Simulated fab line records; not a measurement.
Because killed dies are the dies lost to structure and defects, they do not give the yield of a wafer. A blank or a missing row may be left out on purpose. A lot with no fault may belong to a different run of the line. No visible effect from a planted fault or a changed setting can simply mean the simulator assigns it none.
What tool caused it?    flow berkeleyCmos170    39 wafers from 13 lots sampled at 5 of the route's 331 steps

## WHAT EACH GAUGE READ, for each wafer
UCB170_CONTACT_CD_MEAS_15: the cd target is 700 nm.
lot   measured      on        cdNm (nm)
L332  day 6 22:12   cdSem-02  699.8 701.7 699.8
L331  day 6 22:19   cdSem-02  703.8 702.7 703.0
L330  day 7 00:23   cdSem-01  699.4 700.4 699.9
L334  day 7 06:45   cdSem-01  700.6 700.3 699.8
L335  day 7 20:14   cdSem-02  699.9 701.7 698.9
L340  day 9 03:15   cdSem-01  699.7 700.0 699.1
L344  day 9 23:18   cdSem-02  698.1 698.9 698.2
L345  day 10 07:57  cdSem-01  698.8 699.3 699.9
L347  day 11 06:06  cdSem-02  700.9 699.5 700.5
L349  day 11 06:36  cdSem-01  701.4 701.1 700.4
L351  day 11 11:57  cdSem-02  700.2 700.7 700.0
L352  day 12 05:59  cdSem-01  697.7 697.0 697.0
L353  day 12 06:23  cdSem-02  697.0 697.3 697.8

UCB170_CONTACT_CD_MEAS_90: the cd target is 700 nm.
lot   measured      on        cdNm (nm)
L332  day 6 22:37   cdSem-02  699.5 701.9 699.8
L331  day 6 22:44   cdSem-01  705.2 701.8 704.5
L330  day 7 00:49   cdSem-01  698.5 701.8 699.1
L334  day 7 07:10   cdSem-02  700.1 700.3 699.7
L335  day 7 20:39   cdSem-01  699.5 701.5 697.9
L340  day 9 03:40   cdSem-01  698.7 699.3 699.4
L344  day 9 23:43   cdSem-01  697.5 698.4 699.2
L345  day 10 08:22  cdSem-01  698.1 698.4 698.9
L347  day 11 06:50  cdSem-01  701.2 700.2 700.4
L349  day 11 07:12  cdSem-01  700.4 702.2 700.9
L351  day 11 12:25  cdSem-01  701.0 700.8 699.4
L352  day 12 06:29  cdSem-01  698.8 697.9 698.8
L353  day 12 06:48  cdSem-02  697.8 696.7 698.8

UCB170_V2_THK_MEAS_04.
lot   measured      on            V2_POLISHED_THK (nm)
L332  day 7 13:37   filmMetro-02  1001.2 998.4 1000.6
L331  day 7 14:40   filmMetro-03  999.1 999.4 1002.3
L330  day 7 14:13   filmMetro-03  1000.9 1001.1 1001.3
L334  day 7 21:13   filmMetro-04  1000.7 1001.2 1001.4
L335  day 8 11:25   filmMetro-03  1000.9 1001.1 1000.5
L340  day 9 18:13   filmMetro-04  999.7 1355.8 999.1
L344  day 10 13:37  filmMetro-02  998.7 1002.9 999.7
L345  day 10 23:22  filmMetro-03  1001.6 999.2 998.3
L347  day 11 18:06  filmMetro-03  1000.6 1000.6 999.0
L349  day 11 18:28  filmMetro-03  1000.7 1001.4 1001.6
L351  day 12 03:33  filmMetro-04  1000.2 998.4 1002.2
L352  day 12 20:16  filmMetro-03  1000.6 998.1 1001.2
L353  day 12 21:13  filmMetro-04  999.0 1000.7 999.7

## TOOL THAT RAN EACH LOT (tool first, then ch and the chambers of the sampled wafers, then the start)
lot   UCB170_M2_ETCH_17                  UCB170_V2_CMP_02
L332  rieDiel-03 ch 0,3, day 7 12:29     cmp-02 ch 0,1,2, day 7 13:16
L331  rieDiel-03 ch 1,2,3, day 7 13:34   cmp-02 ch 0,1,3, day 7 14:14
L330  rieDiel-02 ch 0,3, day 7 13:02     cmp-01 ch 0,2, day 7 13:47
L334  rieDiel-03 ch 2,3, day 7 20:06     cmp-01 ch 0,1,3, day 7 20:52
L335  rieDiel-03 ch 0,2,3, day 8 10:08   cmp-01 ch 1,2, day 8 10:58
L340  rieDiel-01 ch 0,2,3, day 9 17:07   cmp-01 ch 0,1, day 9 17:50
L344  rieDiel-01 ch 0,2,3, day 10 12:31  cmp-02 ch 1,2,3, day 10 13:17
L345  rieDiel-02 ch 0,3, day 10 22:17    cmp-02 ch 1,2,3, day 10 23:02
L347  rieDiel-01 ch 0,1,3, day 11 17:00  cmp-02 ch 0,1,3, day 11 17:40
L349  rieDiel-03 ch 1,2,3, day 11 17:22  cmp-02 ch 1,2,3, day 11 18:05
L351  rieDiel-02 ch 1,2, day 12 02:28    cmp-02 ch 0,3, day 12 03:07
L352  rieDiel-02 ch 2,3, day 12 19:00    cmp-01 ch 2,3, day 12 19:51
L353  rieDiel-02 ch 1,2,3, day 12 20:08  cmp-02 ch 1,2,3, day 12 20:50
- UCB170_M2_ETCH_17: etches BARC in N2/H2.
- UCB170_V2_CMP_02: polishes SiO2.

## AS READ BY THE TOOLS THEMSELVES (means over the sampled wafers that have a number; for cases with no such wafer, the mark the record gives instead)
UCB170_M2_ETCH_17.
lot   tool        drypumpMotorCurrentA (A)  oesProductAu (a.u.)  throttleValvePct (%)
L332  rieDiel-03  5.9                       1.021                13.32
L331  rieDiel-03  5.9                       1.003                13.23
L330  rieDiel-02  5.5                       1.023                13.48
L334  rieDiel-03  6.3                       1.008                13.11
L335  rieDiel-03  6.2                       1.000                13.27
L340  rieDiel-01  5.8                       1.002                13.17
L344  rieDiel-01  5.8                       0.992                13.19
L345  rieDiel-02  5.5                       1.022                13.48
L347  rieDiel-01  5.7                       1.024                13.26
L349  rieDiel-03  5.9                       0.995                13.23
L351  rieDiel-02  5.4                       1.001                13.29
L352  rieDiel-02  5.4                       1.024                13.30
L353  rieDiel-02  5.6                       1.022                13.28

UCB170_V2_CMP_02.
lot   tool    motorCurrentA (A)
L332  cmp-02  17.0
L331  cmp-02  17.6
L330  cmp-01  16.2
L334  cmp-01  17.5
L335  cmp-01  17.3
L340  cmp-01  19.6
L344  cmp-02  16.0
L345  cmp-02  15.4
L347  cmp-02  17.6
L349  cmp-02  15.8
L351  cmp-02  18.2
L352  cmp-01  15.3
L353  cmp-02  16.0

## THE ANSWER, worked out from the rows above alone
Rule: the lots themselves supply what counts as usual. Put in order of their means at a reading, lots are off if they are a third of the lots or fewer, leave a main group of 4 or more, and stand apart from it by a gap of 3 or more times the standard deviation of the main group's means; of several such gaps the widest counts. A main group whose means are all the same, to the digits that the tables above print for the reading, isn't used. A lot without any number at a reading at which 4 lots or more have one is off too. All remaining lots with rows at the step are treated as sound. After the gauges, taken in route order, come the tools' own readings; for these a lot's mean is taken, as printed above. At the first step where some lot is off, the reading lying furthest off is the one used; lots without a number count as furthest.
Off: L340, at UCB170_V2_THK_MEAS_04 (V2_POLISHED_THK). Main group: mean 1000.4 nm, sd 0.51.
If a tool, at a process step before that reading, ran all the lots that are off and no sound lot after the first of them, it fits. Gauges at UCB170_V2_THK_MEAS_04: tried the same way as those tools. Of those tried, none fits.

## WHAT THE SIMULATOR HAD INSERTED
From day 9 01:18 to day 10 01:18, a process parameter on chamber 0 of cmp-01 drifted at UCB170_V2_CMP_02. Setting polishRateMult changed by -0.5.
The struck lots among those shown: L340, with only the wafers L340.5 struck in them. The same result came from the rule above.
